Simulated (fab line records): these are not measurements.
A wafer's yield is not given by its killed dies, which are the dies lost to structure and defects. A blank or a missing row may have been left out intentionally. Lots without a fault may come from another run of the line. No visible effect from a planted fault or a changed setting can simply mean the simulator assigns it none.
The same fault as seen by 2 desks | flow berkeley cmos170 | each desk has only its own numbers; what lay behind them comes last

AT THE TOOL OWNER'S DESK: rie metal-02
The tool's own readings at UCB170_M3_METAL_ETCH_18 (etches Al in Cl2/BCl3, stops on SiO2, target depth 1170 nm, time 195 s): means of the sampled wafers that have a number, for each lot that ran on this tool. A lot is out of limits, marked OUT, if its mean lies more than 4 standard deviations from the usual mean; the brackets give that distance.
Columns: A = bias w at UCB170_M3_METAL_ETCH_18, usual 120.0 W; B = chamber pressure mTorr at UCB170_M3_METAL_ETCH_18, usual 11.999 mTorr; C = drypump motor current A at UCB170_M3_METAL_ETCH_18, usual 5.4 A; D = oes product au at UCB170_M3_METAL_ETCH_18, usual 0.857 a.u.; E = throttle valve pct at UCB170_M3_METAL_ETCH_18, usual 24.23 %
lot  | first seen here | A                       | B      | C   | D     | E
L656 | day 10 13:37    | 120.2                   | 11.999 | 5.1 | 0.859 | 24.38
L662 | day 12 13:11    | 120.5                   | 12.007 | 5.3 | 0.863 | 24.45
L670 | day 13 23:53    | 186.1 (+99 or more) OUT | 12.001 | 4.8 | 0.859 | 24.23
L672 | day 15 01:41    | 186.4 (+99 or more) OUT | 11.997 | 4.8 | 0.849 | 24.24
This desk finds L670, L672 out of limits, L670 being first, at day 13 23:53 (bias w at UCB170_M3_METAL_ETCH_18). Within limits: L656, L662.

THE METROLOGY DESK
Means of the sampled wafers that have a number, per lot and without regard to the tool the lot ran on: this is what the gauges read. A lot is out of limits, marked OUT, if its mean lies more than 4 standard deviations from the usual mean; the brackets give that distance.
Columns: A = cd nm at UCB170_V2_CD_MEAS_90, usual 700.0 nm; B = cd nm at UCB170_M3_CD_MEAS_90, usual 700 nm
lot  | first seen here | A     | B
L650 | day 8 23:23     | 699.8 | 698
L652 | day 9 13:02     | 698.7 | 696
L653 | day 9 14:11     | 699.6 | 700
L655 | day 9 22:19     | 703.6 | 701
L654 | day 10 00:14    | 699.2 | 698
L656 | day 10 11:01    | 700.9 | 703
L657 | day 10 23:40    | 699.0 | 698
L659 | day 11 10:14    | 700.1 | 696
L663 | day 11 19:47    | 701.7 | 702
L662 | day 12 09:50    | 700.5 | 706
L665 | day 12 12:52    | 699.7 | 696
L667 | day 12 15:52    | 699.7 | 701
L670 | day 13 21:05    | 697.6 | 695
L672 | day 14 19:57    | 698.2 | 699
This desk's verdict: no lot among the 14 shows anything out of limits.

ALL TOGETHER
At day 13 23:53, on L670, L672, the tool owner's desk was in a position to raise an alarm.
From the metrology desk's view, nothing was out of limits.
The metrology desk has L670, L672 on record, within its limits.
UCB170_M3_METAL_ETCH_18 was run on rie metal-02 by each of the lots named.

WHAT HAD BEEN PUT IN BY THE SIMULATOR
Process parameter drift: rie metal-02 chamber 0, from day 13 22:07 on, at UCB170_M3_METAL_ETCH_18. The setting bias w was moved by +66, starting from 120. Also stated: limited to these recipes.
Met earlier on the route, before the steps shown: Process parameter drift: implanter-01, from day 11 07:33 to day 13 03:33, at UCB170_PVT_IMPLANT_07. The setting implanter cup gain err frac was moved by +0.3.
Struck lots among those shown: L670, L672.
Delay in hours, fault start to first out-of-limits reading, by desk: the tool owner's desk at 2.
